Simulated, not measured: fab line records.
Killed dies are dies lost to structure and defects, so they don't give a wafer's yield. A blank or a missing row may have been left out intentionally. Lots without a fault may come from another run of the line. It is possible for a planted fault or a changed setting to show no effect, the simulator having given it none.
fab line records	flow berkeleyCmos170
record lots=5	wafers=23
route steps=331 shown START@3 NWELL@21 PWELL@42 WELLDRIVE@56 ACTIVE@68 PFIELD@82 SACOX@98 NLDD@161
startH: hours from the record's first day to the start of the lot's first wafer shown	waitH: hours since the lot's step before	" same as the row above	L1.1+2: a single row standing in for several wafers	- value missing, or start not given	* or withheld: withheld	< > ~ a bound
route shown NAME@n: NAME is a module with steps in the file, n the number in the route of the first one	usual: the fault-free wafers' mean and standard deviation	same: alike in all rows	chamber/n: place in a boat	sites: readings site by site	_std_site: the values' standard deviation	_edge_site: mean of outer sites minus mean of inner sites	radiusMm: for every site, how far away it sits from the centre of the wafer	mask NAME#n: copy n	behind: the tool/chamber that last shaped the wafer	hold: what put the lot on hold/how long, in hours/how the hold closed	device: whichever transistor did not switch (one of n, p or np)	end of line: at the end of the route, the tests of the same wafers	a step with no rows: only its recipe	killed: the dies lost at the first sort to structure and to defects; this is not the yield of the wafer	map: dies across one wafer; x = killed, . = not, _ = none there
set.NAME: the run value of the setting; set.NAME@STEP: its run value at that earlier step	model.NAME: the simulator's own value behind a step, which no gauge read
lots with deliberately changed settings; one table per step, one row per wafer
## steps
# step UCB170_START_OXIDATION_02
# recipe tempC=950	ambient=O2	targetThkA=200	oxTimeS=1800
lot.wafer	tool	chamber	startH	waitH	set.tempC	model.SiO2_of_START_OXIDATION_02.thkNm
L075.1	-	-	-	6.9	978.4	26.35
L075.2	"	-	"	"	978.4	26.47
L075.3	"	-	"	"	978.4	26.29
L075.4	"	-	"	"	978.4	26.56
L075.5	"	-	"	"	978.4	26.4
L077.1	-	-	-	6.6	950	19.58
L077.2	"	-	"	"	950	19.51
L077.4	"	-	"	"	950	19.62
L077.5	"	-	"	"	950	19.42
L077.6	"	-	"	"	950	19.34
L083.1	-	-	-	4.4	950	19.43
L083.2	"	-	"	"	950	19.42
L083.3	"	-	"	"	950	19.85
L083.5	"	-	"	"	950	19.39
L083.6	"	-	"	"	950	19.64
L084.2	furnace-02	0	66.70	6.5	950	20.23
L084.3	"	0	"	"	950	20.13
L084.6	"	0	"	"	950	19.82
L085.2	-	-	-	0.3	929.9	16.28
L085.3	"	-	"	"	929.9	16.27
L085.4	"	-	"	"	929.9	16.1
L085.5	"	-	"	"	929.9	16.61
L085.6	"	-	"	"	929.9	16.3
# step UCB170_START_THK_MEAS_03
# recipe reads=SiO2_of_START_OXIDATION_02
# usual START_OXIDE_THK=20.1/0.33
lot.wafer	tool	chamber	startH	waitH	set.tempC@START_OXIDATION_02	START_OXIDE_THK[nm]
L075.1	filmMetro-01	-	-	-	978.4	26.3
L075.2	"	-	"	"	978.4	26.5
L075.3	"	-	"	"	978.4	26.3
L075.4	"	-	"	"	978.4	26.6
L075.5	"	-	"	"	978.4	26.3
L077.1	filmMetro-03	-	-	-	950	19.6
L077.2	"	-	"	"	950	19.6
L077.4	"	-	"	"	950	19.6
L077.5	"	-	"	"	950	19.4
L077.6	"	-	"	"	950	19.3
L083.1	filmMetro-01	-	-	-	950	19.4
L083.2	"	-	"	"	950	19.4
L083.3	"	-	"	"	950	19.9
L083.5	"	-	"	"	950	19.4
L083.6	"	-	"	"	950	19.7
L084.2	filmMetro-01	-	68.21	0.0	950	20.3
L084.3	"	-	"	"	950	20.1
L084.6	"	-	"	"	950	19.8
L085.2	filmMetro-03	-	-	-	929.9	16.2
L085.3	"	-	"	"	929.9	16.2
L085.4	"	-	"	"	929.9	16.1
L085.5	"	-	"	"	929.9	16.6
L085.6	"	-	"	"	929.9	16.3
# step UCB170_NWELL_COAT_07
# recipe resist=KrF	spinRpm=1500	resistThkNm=900
lot.wafer	tool	chamber	startH	waitH	set.spinRpm	model.KrF_of_NWELL_COAT_07.thkNm
L075.1	lithoTrack-02	0	48.00	0.1	1422	924.8
L075.2	"	0	"	"	1500	896.3
L075.3	"	0	"	"	1500	898.5
L075.4	"	0	"	"	1500	897.3
L075.5	"	0	"	"	1422	922.4
L077.1	lithoTrack-03	0	55.64	0.1	1445	916.2
L077.2	"	0	"	"	1500	900.7
L077.4	"	0	"	"	1500	899.8
L077.5	"	0	"	"	1500	900.9
L077.6	"	0	"	"	1445	918
L083.1	lithoTrack-03	0	91.87	0.1	1500	903.4
L083.2	"	0	"	"	1500	905.9
L083.3	"	0	"	"	1500	904.9
L083.5	"	0	"	"	1500	903.6
L083.6	"	0	"	"	1500	904.7
L084.2	lithoTrack-02	0	91.90	0.1	1500	900.5
L084.3	"	0	"	"	1500	902.4
L084.6	"	0	"	"	1500	900.6
L085.2	lithoTrack-04	0	92.11	0.1	1500	893.7
L085.3	"	0	"	"	1500	895.8
L085.4	"	0	"	"	1500	895.1
L085.5	"	0	"	"	1500	893.5
L085.6	"	0	"	"	1500	893.8
# step UCB170_PWELL_COAT_08
# recipe resist=KrF	spinRpm=1500	resistThkNm=900
lot.wafer	tool	chamber	startH	waitH	set.spinRpm	model.KrF_of_PWELL_COAT_08.thkNm
L075.1	lithoTrack-01	0	75.40	0.1	1408	933.7
L075.2	"	0	"	"	1500	901.8
L075.3	"	0	"	"	1408	932.8
L075.4	"	0	"	"	1500	900.6
L075.5	"	0	"	"	1500	901.9
L077.1	lithoTrack-03	0	81.27	0.1	1500	900.1
L077.2	"	0	"	"	1500	903.4
L077.4	"	0	"	"	1500	900.6
L077.5	"	0	"	"	1500	902.8
L077.6	"	0	"	"	1500	900.9
L085.2	lithoTrack-01	0	112.44	0.1	1603	874.6
L085.3	"	0	"	"	1500	903.5
L085.4	"	0	"	"	1603	876
L085.5	"	0	"	"	1603	877.6
L085.6	"	0	"	"	1500	903.3
L083.1	lithoTrack-03	0	112.61	0.1	1500	899.5
L083.2	"	0	"	"	1500	900.7
L083.3	"	0	"	"	1500	903.4
L083.5	"	0	"	"	1393	934.9
L083.6	"	0	"	"	1393	932.6
L084.2	lithoTrack-04	0	112.64	0.1	1500	898.5
L084.3	"	0	"	"	1500	896.9
L084.6	"	0	"	"	1500	900.5
# step UCB170_PWELL_SOFTBAKE_09
# recipe resist=KrF	tempC=130	timeS=60
# step UCB170_PWELL_EXPOSE_10
# recipe maskId=PWELL	targetCdNm=3000	na=0.5	sigmaOuter=0.6	sourceShape=conventional	doseMj=19
# step UCB170_PWELL_DEVELOP_12
# recipe developer=TMAH	developTimeS=45	resist=KrF	devTempC=20.46
# step UCB170_PWELL_ETCH_14
# recipe chemistry=CH3F/Ar/O2	target=Si3N4	stopOn=SiO2	CH3F_flow_sccm=20	Ar_flow_sccm=50	O2_flow_sccm=7	pressureMtorr=50	rfW=450	targetDepthA=2420	overEtchFrac=0.1	timeS=151
lot.wafer	tool	chamber	startH	waitH	set.spinRpm@PWELL_COAT_08	model.KrF_of_PWELL_COAT_08.thkNm
L075.1	rieDiel-03	1	76.84	0.0	1408	749.3
L075.2	"	3	"	"	1500	727
L075.3	"	2	"	"	1408	760.2
L075.4	"	0	"	"	1500	720.7
L075.5	"	1	"	"	1500	716
L077.1	rieDiel-02	0	82.28	0.0	1500	721.6
L077.2	"	2	"	"	1500	720.1
L077.4	"	1	"	"	1500	725.3
L077.5	"	1	"	"	1500	726.8
L077.6	"	0	"	"	1500	719.8
L085.2	rieDiel-04	2	113.50	0.0	1603	692.5
L085.3	"	1	"	"	1500	722.7
L085.4	"	3	"	"	1603	699.5
L085.5	"	1	"	"	1603	698.4
L085.6	"	2	"	"	1500	721.2
L084.2	rieDiel-02	3	114.65	0.0	1500	717.2
L084.3	"	0	"	"	1500	718.6
L084.6	"	0	"	"	1500	723
L083.1	rieDiel-03	3	114.68	0.0	1500	726.7
L083.2	"	1	"	"	1500	718
L083.3	"	0	"	"	1500	724.6
L083.5	"	1	"	"	1393	751.4
L083.6	"	0	"	"	1393	754.5
# step UCB170_PWELL_IMPLANT_15
# recipe species=B	doseCm2=5e+12	energyKev=60	tiltDeg=7
lot.wafer	tool	chamber	startH	waitH	set.doseCm2
L075.1+2	implanter-01	0	76.94	0.1	5e+12
L075.3+4+5	"	0	"	"	4.793e+12
L077.1+2+5	implanter-03	0	82.38	0.1	5e+12
L077.4+6	"	0	"	"	4.689e+12
L085.2+3+4+5+6	implanter-01	0	113.62	0.1	5e+12
L084.2+3+6	implanter-04	0	114.77	0.1	5e+12
L083.1+3+5	implanter-03	0	114.79	0.1	4.881e+12
L083.2+6	"	0	"	"	5e+12
# step UCB170_PWELL_STRIP_16
# recipe chemistry=O2	powerW=400	pressureMtorr=3500	platenTempC=withheld	o2FlowSccm=400	overashFraction=0.5
# usual stripTimeToEndpointS=18.04/0.11
lot.wafer	tool	chamber	startH	waitH	set.spinRpm@PWELL_COAT_08	stripTimeToEndpointS
L075.1	plasmaAsher-01	1	77.09	0.1	1408	18.68
L075.2	"	0	"	"	1500	18.15
L075.3	"	1	"	"	1408	18.94
L075.4	"	0	"	"	1500	18.00
L075.5	"	0	"	"	1500	17.89
L077.1	plasmaAsher-01	0	82.53	0.1	1500	18.02
L077.2	"	1	"	"	1500	17.97
L077.4	"	0	"	"	1500	18.12
L077.5	"	1	"	"	1500	18.16
L077.6	"	0	"	"	1500	17.96
L085.2	plasmaAsher-02	1	113.75	0.1	1603	17.31
L085.3	"	1	"	"	1500	18.05
L085.4	"	0	"	"	1603	17.49
L085.5	"	0	"	"	1603	17.48
L085.6	"	1	"	"	1500	18.01
L084.2	plasmaAsher-04	1	114.90	0.1	1500	17.90
L084.3	"	1	"	"	1500	17.94
L084.6	"	1	"	"	1500	18.05
L083.1	plasmaAsher-01	0	114.94	0.1	1500	18.13
L083.2	"	1	"	"	1500	17.93
L083.3	"	0	"	"	1500	18.09
L083.5	"	0	"	"	1393	18.73
L083.6	"	1	"	"	1393	18.81
# step UCB170_WELLDRIVE_OXIDATION_01
# recipe tempC=1100	ambient=O2	targetThkA=1990	oxTimeS=9000
lot.wafer	tool	chamber	startH	waitH	set.tempC	model.SiO2_of_WELLDRIVE_OXIDATION_01.thkNm
L075.1	-	-	-	6.2	1073	170.7
L075.2	"	-	"	"	1073	169.3
L075.3	"	-	"	"	1073	164.3
L075.4	"	-	"	"	1073	170.6
L075.5	"	-	"	"	1073	164.9
L077.1	-	-	-	5.1	1080	174.4
L077.2	"	-	"	"	1080	168.5
L077.4	"	-	"	"	1080	171
L077.5	"	-	"	"	1080	170.5
L077.6	"	-	"	"	1080	172.8
L083.1	-	-	-	0.4	1112	208.8
L083.2	"	-	"	"	1112	217.1
L083.3	"	-	"	"	1112	210.9
L083.5	"	-	"	"	1112	214.3
L083.6	"	-	"	"	1112	212.1
L084.2	furnace-02	0	122.38	0.4	1100	203.2
L084.3	"	0	"	"	1100	202.9
L084.6	"	0	"	"	1100	201.5
L085.2	-	-	-	4.1	1092	191.9
L085.3	"	-	"	"	1092	193.2
L085.4	"	-	"	"	1092	194.3
L085.5	"	-	"	"	1092	192.6
L085.6	"	-	"	"	1092	191.7
# step UCB170_WELLDRIVE_THK_MEAS_02
# recipe reads=SiO2_of_WELLDRIVE_OXIDATION_01
# usual WELLDRIVE_OXIDE_THK=200/4.2
lot.wafer	tool	chamber	startH	waitH	set.tempC@WELLDRIVE_OXIDATION_01	WELLDRIVE_OXIDE_THK[nm]
L075.1	filmMetro-02	-	-	-	1073	171
L075.2	"	-	"	"	1073	169
L075.3	"	-	"	"	1073	164
L075.4	"	-	"	"	1073	171
L075.5	"	-	"	"	1073	165
L077.1	filmMetro-02	-	-	-	1080	175
L077.2	"	-	"	"	1080	168
L077.4	"	-	"	"	1080	171
L077.5	"	-	"	"	1080	170
L077.6	"	-	"	"	1080	173
L083.1	filmMetro-04	-	-	-	1112	209
L083.2	"	-	"	"	1112	217
L083.3	"	-	"	"	1112	211
L083.5	"	-	"	"	1112	214
L083.6	"	-	"	"	1112	212
L084.2	filmMetro-02	-	125.89	0.0	1100	203
L084.3	"	-	"	"	1100	203
L084.6	"	-	"	"	1100	202
L085.2	filmMetro-01	-	-	-	1092	192
L085.3	"	-	"	"	1092	193
L085.4	"	-	"	"	1092	194
L085.5	"	-	"	"	1092	193
L085.6	"	-	"	"	1092	192
# step UCB170_ACTIVE_COAT_08
# recipe resist=KrF	spinRpm=1500	resistThkNm=900
lot.wafer	tool	chamber	startH	waitH	set.resistThkNm	model.KrF_of_ACTIVE_COAT_08.thkNm
L075.1	lithoTrack-04	0	113.61	0.1	900	897.3
L075.2	"	0	"	"	900	899.4
L075.3	"	0	"	"	872.9	871.5
L075.4	"	0	"	"	900	901.7
L075.5	"	0	"	"	872.9	870.7
L077.1	lithoTrack-01	0	114.04	0.1	944	948.4
L077.2	"	0	"	"	900	901.4
L077.4	"	0	"	"	944	948.3
L077.5	"	0	"	"	900	903.9
L077.6	"	0	"	"	944	949.9
L085.2	lithoTrack-01	0	144.72	0.1	914.3	915.2
L085.3	"	0	"	"	900	902.1
L085.4	"	0	"	"	914.3	914.8
L085.5	"	0	"	"	900	899.3
L085.6	"	0	"	"	914.3	914.7
L083.1	lithoTrack-04	0	144.76	0.1	900	895.3
L083.2	"	0	"	"	941.8	940.2
L083.3	"	0	"	"	941.8	939.8
L083.5	"	0	"	"	900	896.1
L083.6	"	0	"	"	900	898
L084.2	lithoTrack-02	0	144.81	0.1	900	900.4
L084.3	"	0	"	"	900	901.8
L084.6	"	0	"	"	900	900.3
# step UCB170_ACTIVE_SOFTBAKE_09
# recipe resist=KrF	tempC=130	timeS=60
# step UCB170_ACTIVE_EXPOSE_10
# recipe maskId=ACTIVE	targetCdNm=1200	na=0.5	sigmaOuter=0.6	sourceShape=conventional	doseMj=20
# step UCB170_ACTIVE_ETCH_15
# recipe chemistry=CH3F/Ar/O2	target=Si3N4	stopOn=SiO2	CH3F_flow_sccm=20	Ar_flow_sccm=50	O2_flow_sccm=7	pressureMtorr=50	rfW=450	targetDepthA=2420	overEtchFrac=0.1	timeS=151
lot.wafer	tool	chamber	startH	waitH	set.resistThkNm@ACTIVE_COAT_08	model.KrF_of_ACTIVE_COAT_08.thkNm
L075.1	rieDiel-01	2	115.49	0.0	900	720.2
L075.2	"	3	"	"	900	721.7
L075.3	"	1	"	"	872.9	692.6
L075.4	"	0	"	"	900	720.5
L075.5	"	0	"	"	872.9	689.3
L077.1	rieDiel-04	3	115.61	0.0	944	772.3
L077.2	"	2	"	"	900	720.1
L077.4	"	0	"	"	944	777.1
L077.5	"	1	"	"	900	726.4
L077.6	"	0	"	"	944	778.9
L085.2	rieDiel-02	3	145.88	0.0	914.3	739.7
L085.3	"	0	"	"	900	726.3
L085.4	"	1	"	"	914.3	742.1
L085.5	"	1	"	"	900	725.8
L085.6	"	2	"	"	914.3	734
L083.1	rieDiel-04	2	145.94	0.0	900	713.8
L083.2	"	1	"	"	941.8	762.4
L083.3	"	3	"	"	941.8	762.8
L083.5	"	2	"	"	900	716.1
L083.6	"	3	"	"	900	722.3
L084.2	rieDiel-01	2	146.00	0.0	900	720.4
L084.3	"	1	"	"	900	724.3
L084.6	"	2	"	"	900	719.1
# step UCB170_ACTIVE_STRIP_16
# recipe chemistry=O2	powerW=400	pressureMtorr=3500	platenTempC=withheld	o2FlowSccm=400	overashFraction=0.5
# usual stripTimeToEndpointS=18.02/0.1
lot.wafer	tool	chamber	startH	waitH	set.resistThkNm@ACTIVE_COAT_08	stripTimeToEndpointS
L075.1	plasmaAsher-01	1	115.59	0.1	900	18.00
L075.2	"	0	"	"	900	18.02
L075.3	"	0	"	"	872.9	17.33
L075.4	"	1	"	"	900	18.00
L075.5	"	1	"	"	872.9	17.23
L077.1	plasmaAsher-04	1	115.71	0.1	944	19.21
L077.2	"	0	"	"	900	17.97
L077.4	"	1	"	"	944	19.35
L077.5	"	1	"	"	900	18.14
L077.6	"	0	"	"	944	19.40
L085.2	plasmaAsher-04	0	145.98	0.1	914.3	18.46
L085.3	"	0	"	"	900	18.14
L085.4	"	1	"	"	914.3	18.52
L085.5	"	1	"	"	900	18.12
L085.6	"	0	"	"	914.3	18.30
L083.1	plasmaAsher-01	0	146.04	0.1	900	17.83
L083.2	"	1	"	"	941.8	18.99
L083.3	"	1	"	"	941.8	19.01
L083.5	"	1	"	"	900	17.89
L083.6	"	0	"	"	900	18.04
L084.2	plasmaAsher-03	0	146.10	0.1	900	17.99
L084.3	"	0	"	"	900	18.07
L084.6	"	0	"	"	900	17.97
# step UCB170_PFIELD_EXPOSE_03
# recipe maskId=PFIELD	na=0.5	sigmaOuter=0.6	sourceShape=conventional	targetCdNm=1500	doseMj=30
lot.wafer	tool	chamber	startH	waitH	mask	set.doseMj
L077.1+4+5	krfScanner-01	0	117.90	0.3	PFIELD#0	29.4
L077.2+6	"	0	"	"	PFIELD#0	30
L075.1+2+3+4+5	krfScanner-02	0	118.26	0.4	PFIELD#0	30
L085.2+5	krfScanner-01	0	146.98	0.2	PFIELD#0	31.08
L085.3+4+6	"	0	"	"	PFIELD#0	30
L083.1+6	krfScanner-02	0	147.39	0.3	PFIELD#0	28.57
L083.2+3+5	"	0	"	"	PFIELD#0	30
L084.2+3+6	krfScanner-01	0	147.65	0.5	PFIELD#0	30
# step UCB170_PFIELD_PEB_04
# recipe pebTempC=130	pebTimeS=withheld	resist=KrF
# step UCB170_PFIELD_DEVELOP_05
# recipe developer=TMAH	developTimeS=45	resist=KrF	devTempC=20.37
lot.wafer	tool	chamber	startH	waitH	set.doseMj@PFIELD_EXPOSE_03	model.PFIELD.cdNm
L077.1+4	lithoTrack-02	0	-	-	29.4	1498
L077.2+6	"	0	"	"	30	1501
L077.5	"	0	"	"	29.4	1497
L075.1+2+3	lithoTrack-02	0	-	-	30	1501
L075.4+5	"	0	"	"	30	1500
L085.2+5	lithoTrack-01	0	-	-	31.08	1508
L085.3+4	"	0	"	"	30	1501
L085.6	"	0	"	"	30	1502
L083.1+6	lithoTrack-01	0	-	-	28.57	1491
L083.2+5	"	0	"	"	30	1500
L083.3	"	0	"	"	30	1499
L084.2+6	lithoTrack-02	0	-	-	30	1502
L084.3	"	0	"	"	30	1500
# step UCB170_PFIELD_IMPLANT_07
# recipe species=B	doseCm2=2e+13	energyKev=80	tiltDeg=7
lot.wafer	tool	chamber	startH	waitH	set.energyKev	model.implant.rpNm	model.implant.drpNm
L077.1+5	implanter-04	0	118.60	0.0	77.86	267.1	73.88
L077.2+4+6	"	0	"	"	80	272.9	74.86
L075.1+2+3+4+5	implanter-01	0	118.87	0.0	80	267	74.86
L085.2+3+6	implanter-02	0	147.54	0.0	80	274.8	74.86
L085.4+5	"	0	"	"	77.64	268.3	73.78
L083.1+2+6	implanter-01	0	147.82	0.0	80	268	74.86
L083.3+5	"	0	"	"	77.05	260.1	73.5
L084.2+3+6	implanter-04	0	148.08	0.0	80	262.2	74.86
# step UCB170_SACOX_OXIDATION_01
# recipe tempC=900	ambient=O2	targetThkA=144	oxTimeS=2400
lot.wafer	tool	chamber	startH	waitH	set.oxTimeS	model.SiO2_of_SACOX_OXIDATION_01.thkNm
L075.1	-	-	-	2.8	2400	14.74
L075.2	"	-	"	"	2400	14.6
L075.3	"	-	"	"	2400	14.79
L075.4	"	-	"	"	2400	14.65
L075.5	"	-	"	"	2400	14.61
L077.1	-	-	-	2.8	2537	15.05
L077.2	"	-	"	"	2537	15.09
L077.4	"	-	"	"	2537	15.49
L077.5	"	-	"	"	2537	15.17
L077.6	"	-	"	"	2537	15.39
L083.1	-	-	-	4.8	2400	14.44
L083.2	"	-	"	"	2400	14.62
L083.3	"	-	"	"	2400	14.4
L083.5	"	-	"	"	2400	14.31
L083.6	"	-	"	"	2400	14.84
L084.2	furnace-01	0	172.55	4.8	2400	14.55
L084.3	"	0	"	"	2400	14.96
L084.6	"	0	"	"	2400	14.85
L085.2+6	-	-	-	4.8	2134	13.37
L085.3	"	-	"	"	2134	13.45
L085.4	"	-	"	"	2134	13.74
L085.5	"	-	"	"	2134	13.15
# step UCB170_SACOX_THK_MEAS_02
# recipe reads=SiO2_of_SACOX_OXIDATION_01
# usual SACOX_OXIDE_THK=14.65/0.25
lot.wafer	tool	chamber	startH	waitH	set.oxTimeS@SACOX_OXIDATION_01	SACOX_OXIDE_THK[nm]
L075.1	filmMetro-02	-	-	-	2400	14.75
L075.2	"	-	"	"	2400	14.58
L075.3	"	-	"	"	2400	14.80
L075.4	"	-	"	"	2400	14.66
L075.5	"	-	"	"	2400	14.61
L077.1	filmMetro-02	-	-	-	2537	15.02
L077.2	"	-	"	"	2537	15.13
L077.4	"	-	"	"	2537	15.51
L077.5	"	-	"	"	2537	15.17
L077.6	"	-	"	"	2537	15.38
L083.1	filmMetro-04	-	-	-	2400	14.45
L083.2	"	-	"	"	2400	14.58
L083.3	"	-	"	"	2400	14.38
L083.5	"	-	"	"	2400	14.30
L083.6	"	-	"	"	2400	14.84
L084.2	filmMetro-01	-	174.22	0.0	2400	14.53
L084.3	"	-	"	"	2400	14.94
L084.6	"	-	"	"	2400	14.85
L085.2	filmMetro-02	-	-	-	2134	13.37
L085.3	"	-	"	"	2134	13.41
L085.4	"	-	"	"	2134	13.74
L085.5	"	-	"	"	2134	13.18
L085.6	"	-	"	"	2134	13.41
# step UCB170_NLDD_EXPOSE_03
# recipe maskId=NSELECT	na=0.5	sigmaOuter=0.6	sourceShape=conventional	targetCdNm=1200	doseMj=30
lot.wafer	tool	chamber	startH	waitH	mask	set.doseMj
L075.1+2+5	krfScanner-01	0	178.66	0.2	NSELECT#0	28.45
L075.3+4	"	0	"	"	NSELECT#0	30
L077.1+2+4+5+6	krfScanner-01	0	179.35	0.4	NSELECT#0	30
L085.2+3+6	krfScanner-01	0	-	-	NSELECT#0	30
L085.4+5	"	0	"	"	NSELECT#0	27.95
L083.1+3	krfScanner-02	0	-	-	NSELECT#0	28.87
L083.2+5+6	"	0	"	"	NSELECT#0	30
L084.2+3+6	krfScanner-01	0	-	-	NSELECT#0	30
# step UCB170_NLDD_PEB_04
# recipe pebTempC=130	pebTimeS=withheld	resist=KrF
# step UCB170_NLDD_DEVELOP_05
# recipe developer=TMAH	developTimeS=45	resist=KrF	devTempC=21
# step UCB170_NLDD_CD_MEAS_06
# recipe targetCdNm=1200
# usual cdNm=1200.6/1.8
lot.wafer	tool	chamber	startH	waitH	set.doseMj@NLDD_EXPOSE_03	cdNm
L075.1	cdSem-02	-	179.62	-	28.45	1191.2
L075.2	"	-	"	"	28.45	1190.1
L075.3	"	-	"	"	30	1201.5
L075.4	"	-	"	"	30	1201.0
L075.5	"	-	"	"	28.45	1192.2
L077.1	cdSem-01	-	180.26	-	30	1200.2
L077.2	"	-	"	"	30	1200.0
L077.4	"	-	"	"	30	1200.6
L077.5	"	-	"	"	30	1199.3
L077.6	"	-	"	"	30	1201.8
L085.2	cdSem-01	-	217.54	-	30	1201.1
L085.3	"	-	"	"	30	1201.8
L085.4	"	-	"	"	27.95	1189.0
L085.5	"	-	"	"	27.95	1187.9
L085.6	"	-	"	"	30	1201.3
L083.1	cdSem-02	-	217.85	-	28.87	1196.6
L083.2	"	-	"	"	30	1203.2
L083.3	"	-	"	"	28.87	1197.3
L083.5	"	-	"	"	30	1203.2
L083.6	"	-	"	"	30	1203.3
L084.2	cdSem-02	-	218.25	-	30	1202.2
L084.3	"	-	"	"	30	1202.3
L084.6	"	-	"	"	30	1202.8
## key
split step=UCB170_START_OXIDATION_02	setting=tempC	stated=950	by=lot
response step=UCB170_START_OXIDATION_02	reading=model.SiO2_of_START_OXIDATION_02.thkNm	change=+2.01	per=1%	r=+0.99
response step=UCB170_START_THK_MEAS_03	reading=START_OXIDE_THK	change=+2.01	per=1%	r=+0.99
split step=UCB170_NWELL_COAT_07	setting=spinRpm	stated=1500	by=wafer
response step=UCB170_NWELL_COAT_07	reading=model.KrF_of_NWELL_COAT_07.thkNm	change=-4.87	per=1%	r=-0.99
split step=UCB170_PWELL_COAT_08	setting=spinRpm	stated=1500	by=wafer
response step=UCB170_PWELL_COAT_08	reading=model.KrF_of_PWELL_COAT_08.thkNm	change=-4.53	per=1%	r=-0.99
response step=UCB170_PWELL_ETCH_14	reading=model.KrF_of_PWELL_COAT_08.thkNm	change=-4.36	per=1%	r=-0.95
response step=UCB170_PWELL_STRIP_16	reading=stripTimeToEndpointS	change=*	per=1%	r=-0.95
split step=UCB170_PWELL_IMPLANT_15	setting=doseCm2	stated=5e+12	by=wafer
response none clear
split step=UCB170_WELLDRIVE_OXIDATION_01	setting=tempC	stated=1100	by=lot
response step=UCB170_WELLDRIVE_OXIDATION_01	reading=model.SiO2_of_WELLDRIVE_OXIDATION_01.thkNm	change=+13.5	per=1%	r=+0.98
response step=UCB170_WELLDRIVE_THK_MEAS_02	reading=WELLDRIVE_OXIDE_THK	change=+13.4	per=1%	r=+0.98
split step=UCB170_ACTIVE_COAT_08	setting=resistThkNm	stated=900	by=wafer
response step=UCB170_ACTIVE_COAT_08	reading=model.KrF_of_ACTIVE_COAT_08.thkNm	change=+9.4	per=1%	r=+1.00
response step=UCB170_ACTIVE_ETCH_15	reading=model.KrF_of_ACTIVE_COAT_08.thkNm	change=+10.1	per=1%	r=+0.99
response step=UCB170_ACTIVE_STRIP_16	reading=stripTimeToEndpointS	change=*	per=1%	r=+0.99
split step=UCB170_PFIELD_EXPOSE_03	setting=doseMj	stated=30	by=wafer
response step=UCB170_PFIELD_DEVELOP_05	reading=model.PFIELD.cdNm	change=+1.86	per=1%	r=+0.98
split step=UCB170_PFIELD_IMPLANT_07	setting=energyKev	stated=80	by=wafer
response step=UCB170_PFIELD_IMPLANT_07	reading=model.implant.rpNm	change=+2.17	per=1%	r=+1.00
response step=UCB170_PFIELD_IMPLANT_07	reading=model.implant.drpNm	change=+0.366	per=1%	r=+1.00
split step=UCB170_SACOX_OXIDATION_01	setting=oxTimeS	stated=2400	by=lot
response step=UCB170_SACOX_OXIDATION_01	reading=model.SiO2_of_SACOX_OXIDATION_01.thkNm	change=+0.109	per=1%	r=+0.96
response step=UCB170_SACOX_THK_MEAS_02	reading=SACOX_OXIDE_THK	change=+0.109	per=1%	r=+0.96
split step=UCB170_NLDD_EXPOSE_03	setting=doseMj	stated=30	by=wafer
response step=UCB170_NLDD_CD_MEAS_06	reading=cdNm	change=+1.88	per=1%	r=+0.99
